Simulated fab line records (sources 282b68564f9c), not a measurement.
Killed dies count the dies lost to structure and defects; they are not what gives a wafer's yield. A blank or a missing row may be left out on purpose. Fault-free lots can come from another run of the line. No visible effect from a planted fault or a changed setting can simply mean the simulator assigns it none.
A struck lot beside a sound one ; flow rit_cmos ; 15 steps out of a route of 202
Sound: these wafers, L235.1, L235.2, L235.5. Wafers struck: L244.2, L244.3, L244.5. The cause comes at the end.
At each step with rows: each side's tool, then ch and its chambers, then its first start. Under that, the readings that differ: sound wafers ; struck wafers ; difference of the means ; sigmas: that difference in standard deviations of wafers without a fault.
alike: words and numbers the same on both sides, and readings whose means are apart by under 2 such deviations; not compared: readings that were withheld, readings missing a value for some wafer, numbers with overlapping values and no deviation given by the record, and bounds like >300 which may hide the same value.
A row with sigmas, a row that says differs or no value, or rows on one side alone: a step with any of these is where the two part. Numbers that have no deviation but don't overlap get no sigmas and don't part them. Lack of a reading on every wafer of one side parts them only where that side has two or more wafers.

first, 1 step without rows for these wafers: RIT_CONTACT_CLEAN_14 (cleans in SC2, time 600 s).
RIT_M1_SPUTTER_00: material Al, target thk 400 nm, time 500 s.
  sound on pvd_sputter-01, day 3 04:09; struck on pvd_sputter-02, day 5 01:56
  alike: throttle_valve_pct
RIT_M1_RS_MEAS_01: measurement is done with a four-point probe.
  sound on film_metro-01, day 3 04:26; struck on film_metro-04, day 5 02:14
  alike: M1_AL_RS
RIT_M1_THK_MEAS_02: measures by xrf.
  sound on film_metro-01, day 3 04:34; struck on film_metro-04, day 5 02:21
  alike: M1_AL_THK
then, 6 steps without rows for these wafers: RIT_M1_HMDS_03 (prime time 60 s); RIT_M1_COAT_04 (resist thk 1300 nm); RIT_M1_SOFTBAKE_05 (time 60 s); RIT_M1_EXPOSE_06 (exposes mask M12, target cd 2600 nm); RIT_M1_PEB_07; RIT_M1_DEVELOP_08 (develop time 68 s).
RIT_M1_CD_MEAS_09: target cd 2600 nm.
  sound on cd_sem-01, day 3 05:34; struck on cd_sem-01, day 5 03:18
reading;sound;struck;difference;sigmas
cd_nm (nm);2603.8 2603.3 2603.7;2598.0 2598.4 2598.3;-5.4;-3
RIT_M1_OVL_MEAS_10:
  sound on overlay-01, day 3 05:41; struck on overlay-01, day 5 03:25
  alike: M1_OVL
RIT_M1_HARDBAKE_11: time 120 s.
  sound on litho_track-03 ch 0, day 3 05:43; struck on litho_track-03 ch 0, day 5 03:29
reading;sound;struck;difference;sigmas
heater_power_total_W (W);52.06 52.03 51.98;50.36 50.20 50.27;-1.75;-29
plate_temp_C (C);139.87 139.95 139.84;136.30 136.22 136.23;-3.64;-28
  alike: chill_plate_temp_C
  not compared: model.NOVOLAK_of_M1_COAT_04.thk_nm
RIT_M1_METAL_ETCH_12: etches Al in Cl2/BCl3, stops on SiO2, time 165 s, target depth 600 nm.
  sound on rie_metal-02 ch 0,1, day 3 05:58; struck on rie_metal-02 ch 0,1, day 5 03:41
  alike: bcl3_flow_sccm, drypump_motor_current_A, he_backside_leak_sccm, oes_product_au, rf_fwd_power_W, throttle_valve_pct
  not compared: rf_hours_counter_h
RIT_M1_PROBE_99:
  sound on prober-02, day 3 08:13; struck on prober-01, day 5 05:59
  alike: defect_limited_yield, killed_at_contacts, killed_at_front_end, killed_dies, killed_open, killed_short, sort_bin_3_pad_short, sort_bin_5_function, sort_bin_6_memory, sort_n_pass, sort_yield_pct

== WHERE THEY PART ==
Earliest at RIT_M1_CD_MEAS_09; latest, in this record, at RIT_M1_HARDBAKE_11. Later steps at which nothing parts them and some readings are alike: RIT_M1_METAL_ETCH_12, RIT_M1_PROBE_99.

WHY: whatever the simulator had introduced
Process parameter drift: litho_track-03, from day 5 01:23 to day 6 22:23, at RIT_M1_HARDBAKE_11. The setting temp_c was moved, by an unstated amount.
